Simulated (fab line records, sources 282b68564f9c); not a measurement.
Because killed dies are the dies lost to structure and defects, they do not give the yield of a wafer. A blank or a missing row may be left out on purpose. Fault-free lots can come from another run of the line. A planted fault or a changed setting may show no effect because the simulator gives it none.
Struck lot and sound lot, side by side -- flow rit cmos -- 28 out of 202 route steps
Sound: wafers L730.2, L730.5, L730.6. Wafers struck: L738.3, L738.5, L738.6. The cause comes at the end.
At each step with rows: each side's tool, then ch and its chambers, then its first start. Under that, the readings that differ: sound wafers -- struck wafers -- difference of the means -- sigmas: that difference in standard deviations of wafers without a fault.
alike: words and numbers the same on both sides, and readings whose means are apart by under 2 such deviations; not compared: readings that were withheld, readings missing a value for some wafer, numbers with overlapping values and no deviation given by the record, and bounds like >300 which may hide the same value.
The two part at a step that has a row with sigmas, a row that says differs or no value, or rows on one side only. Numbers that have no deviation but don't overlap get no sigmas and don't part them. Lack of a reading on every wafer of one side parts them only where that side has two or more wafers.

RIT_ACTIVE_BOW_MEAS_00:
  sound on film metro-03, day 2 21:01; struck on film metro-04, day 4 13:02
  alike: INCOMING_BOW
RIT_ACTIVE_OXIDATION_01: target thk 46.8 nm, ox time 3360 s.
  sound on furnace-01 ch 0, day 2 23:13; struck on furnace-01 ch 0, day 4 13:07
reading,sound,struck,difference,sigmas
model.SiO2_of_ACTIVE_OXIDATION_01.thk nm (nm),48.61 48.29 48.04,50.68 50.54 50.73,+2.34,
  alike: spike tc centre C, zone power centre pct
RIT_ACTIVE_THK_MEAS_02:
  sound on film metro-04, day 3 01:10; struck on film metro-03, day 4 15:04
reading,sound,struck,difference,sigmas
ACTIVE_OXIDE_THK (nm),48.6 48.3 48.1,50.6 50.5 50.7,+2.3,+2
then, 1 step without rows for these wafers: RIT_ACTIVE_CVD_03 (deposits Si3N4 from SiH2Cl2/NH3, target thk 150 nm, time 1500 s).
RIT_ACTIVE_THK_MEAS_04:
  sound on film metro-04, day 3 02:38; struck on film metro-01, day 4 17:21
  alike: ACTIVE_NITRIDE_THK
then, 6 steps without rows for these wafers: RIT_ACTIVE_HMDS_05 (prime time 60 s); RIT_ACTIVE_COAT_06 (resist thk 1000 nm); RIT_ACTIVE_SOFTBAKE_07 (time 60 s); RIT_ACTIVE_EXPOSE_08 (exposes mask M1, target cd 1400 nm); RIT_ACTIVE_PEB_09; RIT_ACTIVE_DEVELOP_10 (develop time 50 s).
RIT_ACTIVE_CD_MEAS_11 targets a cd of 1400 nm.
  sound on cd sem-01, day 3 03:39; struck on cd sem-01, day 4 18:25
  alike: cd nm
then, 1 step without rows for these wafers: RIT_ACTIVE_HARDBAKE_12 (time 60 s).
RIT_ACTIVE_ETCH_13: etches Si3N4 in SF6, stops on SiO2, time 210 s, target depth 210 nm.
  sound on rie diel-04 ch 0,3, day 3 03:54; struck on rie diel-02 ch 0,1,3, day 4 18:38
  alike: drypump motor current A, oes product au, throttle valve pct
  not compared: rf hours counter h
RIT_ACTIVE_STRIP_14: strips in O2, time 180 s.
  sound on plasma asher-04 ch 0,1, day 3 04:02; struck on plasma asher-04 ch 0,1, day 4 18:50
  alike: drypump motor current A
  not compared: rf hours counter h
RIT_ACTIVE_CD_MEAS_90 targets a cd of 1400 nm.
  sound on cd sem-02, day 3 04:14; struck on cd sem-01, day 4 18:59
  alike: cd nm
then, 4 steps without rows for these wafers: RIT_ACTIVE_CLEAN_15 (cleans in SC1, time 600 s); RIT_ACTIVE_CLEAN_16 (cleans in dHF, time 30 s); RIT_ACTIVE_CLEAN_17 (cleans in SC2, time 600 s); RIT_FOX1_OXIDATION_00 (target thk 350.7 nm, ox time 1130 s).
RIT_FOX1_THK_MEAS_01:
  sound on film metro-04, day 3 06:01; struck on film metro-04, day 4 22:49
  alike: FOX1_OXIDE_THK
then, 2 steps without rows for these wafers: RIT_FOX1_WET_ETCH_02 (etches SiO2 in BOE, target depth 350 nm, time 390 s); RIT_FOX2_OXIDATION_00 (target thk 350.7 nm, ox time 1130 s).
RIT_FOX2_THK_MEAS_01:
  sound on film metro-02, day 3 08:25; struck on film metro-02, day 5 00:18
reading,sound,struck,difference,sigmas
FOX2_OXIDE_THK (nm),361 361 365,342 351 338,-19,-2
then, 1 step without rows for these wafers: RIT_FOX2_CLEAN_02 (cleans in dHF, time 180 s).
RIT_FOX2_WET_ETCH_03: etches Si3N4 in H3PO4, target depth 195 nm, time 2700 s.
  sound on wet bench-01 ch 0, day 3 08:31; struck on wet bench-01 ch 3, day 5 00:24
reading,sound,struck,difference,sigmas
model.SiO2_of_ACTIVE_OXIDATION_01.thk nm (nm),42.8 42.42 42.27,45.07 44.53 44.83,+2.31,
RIT_FOX2_THK_MEAS_90:
  sound on film metro-01, day 3 09:17; struck on film metro-01, day 5 01:11
reading,sound,struck,difference,sigmas
FIELD_OXIDE_LEFT_1_THK (nm),334 334 338,315 324 311,-19,-2
RIT_M1_PROBE_99:
  sound on prober-02, day 5 04:49; struck on prober-01, day 6 20:35
reading,sound,struck,difference,sigmas
model.etest.pldd.width nm (nm),3134 3135 3137,3171 3176 3159,+33,
model.etest.nldd.width nm (nm),3142 3144 3138,3174 3146 3189,+28,
  alike: killed at front end, killed dies, killed open, killed short

## WHERE THEY PART
Last at RIT_FOX2_THK_MEAS_90 as far as this record goes, first at RIT_ACTIVE_THK_MEAS_02. Later steps at which nothing parts them and some readings are alike: RIT_M1_PROBE_99.

WHY: whatever the simulator had introduced
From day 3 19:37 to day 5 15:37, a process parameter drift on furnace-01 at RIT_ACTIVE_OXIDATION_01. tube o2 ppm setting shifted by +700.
